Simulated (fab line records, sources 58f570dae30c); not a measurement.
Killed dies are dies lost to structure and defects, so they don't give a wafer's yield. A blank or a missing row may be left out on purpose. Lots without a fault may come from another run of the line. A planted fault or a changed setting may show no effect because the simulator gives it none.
Which tool did it? | flow berkeley_cmos170 | 14 lots, 42 wafers sampled, at 3 steps of a route of 331

WHAT THE GAUGES READ, wafer by wafer
UCB170_M2_RS_MEAS_02: measures by four-point-probe. Usual: M2_AL_RS 0.0320 ohm/sq, standard deviation 0.00032.
lot  | measured     | on            | M2_AL_RS (ohm/sq)    | flag
L444 | day 8 15:23  | film_metro-03 | 0.0323 0.0322 0.0322 |
L443 | day 8 18:04  | film_metro-01 | 0.0317 0.0320 0.0319 |
L448 | day 9 21:37  | film_metro-01 | 0.0324 0.0322 0.0320 |
L451 | day 9 21:54  | film_metro-04 | 0.0321 0.0319 0.0322 |
L446 | day 9 22:05  | film_metro-03 | 0.0323 0.0322 0.0323 |
L452 | day 9 22:38  | film_metro-03 | 0.0324 0.0323 0.0330 |
L454 | day 10 11:05 | film_metro-03 | 0.0321 0.0322 0.0323 |
L453 | day 10 12:01 | film_metro-01 | 0.0325 0.0319 0.0322 |
L455 | day 10 23:43 | film_metro-03 | 0.0318 0.0320 0.0321 |
L457 | day 11 00:59 | film_metro-03 | 0.0318 0.0314 0.0320 |
L456 | day 11 08:11 | film_metro-03 | 0.0324 0.0322 0.0322 |
L465 | day 12 11:44 | film_metro-01 | 0.0283 0.0326 0.0321 | OFF
L466 | day 12 14:43 | film_metro-01 | 0.0318 0.0320 0.0320 |
L463 | day 12 14:59 | film_metro-01 | 0.0315 0.0279 0.0315 | OFF

UCB170_M2_THK_MEAS_03: measures by xrf. Usual: M2_AL_THK 918 nm, standard deviation 9.8.
lot  | measured     | on            | M2_AL_THK (nm) | flag
L444 | day 8 15:31  | film_metro-03 | 914 913 916    |
L443 | day 8 18:11  | film_metro-01 | 925 920 914    |
L448 | day 9 21:44  | film_metro-01 | 899 902 910    |
L451 | day 9 22:01  | film_metro-04 | 918 912 907    |
L446 | day 9 22:12  | film_metro-03 | 913 914 906    |
L452 | day 9 22:46  | film_metro-03 | 909 909 894    |
L454 | day 10 11:11 | film_metro-03 | 917 914 912    |
L453 | day 10 12:08 | film_metro-01 | 901 918 911    |
L455 | day 10 23:50 | film_metro-03 | 922 924 914    |
L457 | day 11 01:07 | film_metro-03 | 925 934 918    |
L456 | day 11 08:17 | film_metro-03 | 905 918 913    |
L465 | day 12 11:52 | film_metro-01 | 1037 904 911   | OFF
L466 | day 12 14:49 | film_metro-01 | 917 919 916    |
L463 | day 12 15:05 | film_metro-01 | 935 1051 936   | OFF

WHICH TOOL RAN EACH LOT (tool, then ch and the chambers of the sampled wafers, then the start)
lot  | UCB170_M2_SPUTTER_01
L444 | pvd_sputter-04, day 8 15:19
L443 | pvd_sputter-02, day 8 17:59
L448 | pvd_sputter-03, day 9 21:32
L451 | pvd_sputter-04, day 9 21:49
L446 | pvd_sputter-02, day 9 21:59
L452 | pvd_sputter-03, day 9 22:34
L454 | pvd_sputter-04, day 10 10:58
L453 | pvd_sputter-03, day 10 11:56
L455 | pvd_sputter-03, day 10 23:38
L457 | pvd_sputter-02, day 11 00:55
L456 | pvd_sputter-04, day 11 08:04
L465 | pvd_sputter-04, day 12 11:40
L466 | pvd_sputter-02, day 12 14:35
L463 | pvd_sputter-04, day 12 14:52
- UCB170_M2_SPUTTER_01: material Al, target thk 900 nm, time 120 s.

WHAT THE TOOLS THEMSELVES READ (means of the sampled wafers that have a number; where no wafer has one, the mark that the record gives instead)
UCB170_M2_SPUTTER_01. Usual: cathode_dc_power_W 5999.9 W, standard deviation 0.89; chamber_pressure_pa 0.4999 Pa, standard deviation 0.001; throttle_valve_pct 29.3 %, standard deviation 1.4.
lot  | tool           | cathode_dc_power_W (W) | chamber_pressure_pa (Pa) | throttle_valve_pct (%) | flag
L444 | pvd_sputter-04 | 6000.4                 | 0.4984                   | 30.6                   |
L443 | pvd_sputter-02 | 5999.6                 | 0.4986                   | 29.7                   |
L448 | pvd_sputter-03 | 5999.1                 | 0.4989                   | 29.7                   |
L451 | pvd_sputter-04 | 6000.0                 | 0.5001                   | 29.1                   |
L446 | pvd_sputter-02 | 5999.7                 | 0.5000                   | 28.4                   |
L452 | pvd_sputter-03 | 5999.6                 | 0.5000                   | 28.7                   |
L454 | pvd_sputter-04 | 6001.0                 | 0.4991                   | 29.2                   |
L453 | pvd_sputter-03 | 6001.4                 | 0.4987                   | 28.8                   |
L455 | pvd_sputter-03 | 5999.3                 | 0.4996                   | 30.0                   |
L457 | pvd_sputter-02 | 5999.9                 | 0.4997                   | 29.2                   |
L456 | pvd_sputter-04 | 6000.4                 | 0.4998                   | 29.4                   |
L465 | pvd_sputter-04 | 6259.7                 | 0.4998                   | 28.5                   | OFF
L466 | pvd_sputter-02 | 5998.9                 | 0.4998                   | 29.8                   |
L463 | pvd_sputter-04 | 6259.5                 | 0.5001                   | 27.7                   | OFF

THE ANSWER, worked out from the rows above alone
Rule: a lot is off if the mean of its wafers that have a number lies more than 3 standard deviations from the usual mean. A lot without any number at a reading at which 4 lots or more have one is off too. The other lots that the step has rows for count as sound. The gauges are gone through in route order, then the tools' own readings, and for those a lot's mean is taken as printed above. The first step at which some lot is off is used, and at that step the reading that is off furthest; a lot without a number counts as furthest.
Off: L465, L463, at UCB170_M2_RS_MEAS_02 (M2_AL_RS).
A tool fits if, at a process step before that reading, it ran every lot that is off, and no sound lot after the first of them. The gauges at UCB170_M2_RS_MEAS_02 aren't tried: what is off there is off at UCB170_M2_SPUTTER_01 too, on other tools, and a gauge's error can't cause that. One fits: pvd_sputter-04 at UCB170_M2_SPUTTER_01. Its last sound lot is L456 (day 11 08:04), its first lot that is off L465 (day 12 11:40): a fault that began between those two fits.
The tool's own readings at UCB170_M2_SPUTTER_01 bear it out: on the lots that are off they differ by more than 5 times the standard deviation of the sound lots' means. cathode_dc_power_W reads 6259.6 W there against 5999.9 W on the sound lots.

WHAT THE SIMULATOR HAD PUT IN
Process parameter drift: pvd_sputter-04, from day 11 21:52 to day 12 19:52, at UCB170_M2_SPUTTER_01. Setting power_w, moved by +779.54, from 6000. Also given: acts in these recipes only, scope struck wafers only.
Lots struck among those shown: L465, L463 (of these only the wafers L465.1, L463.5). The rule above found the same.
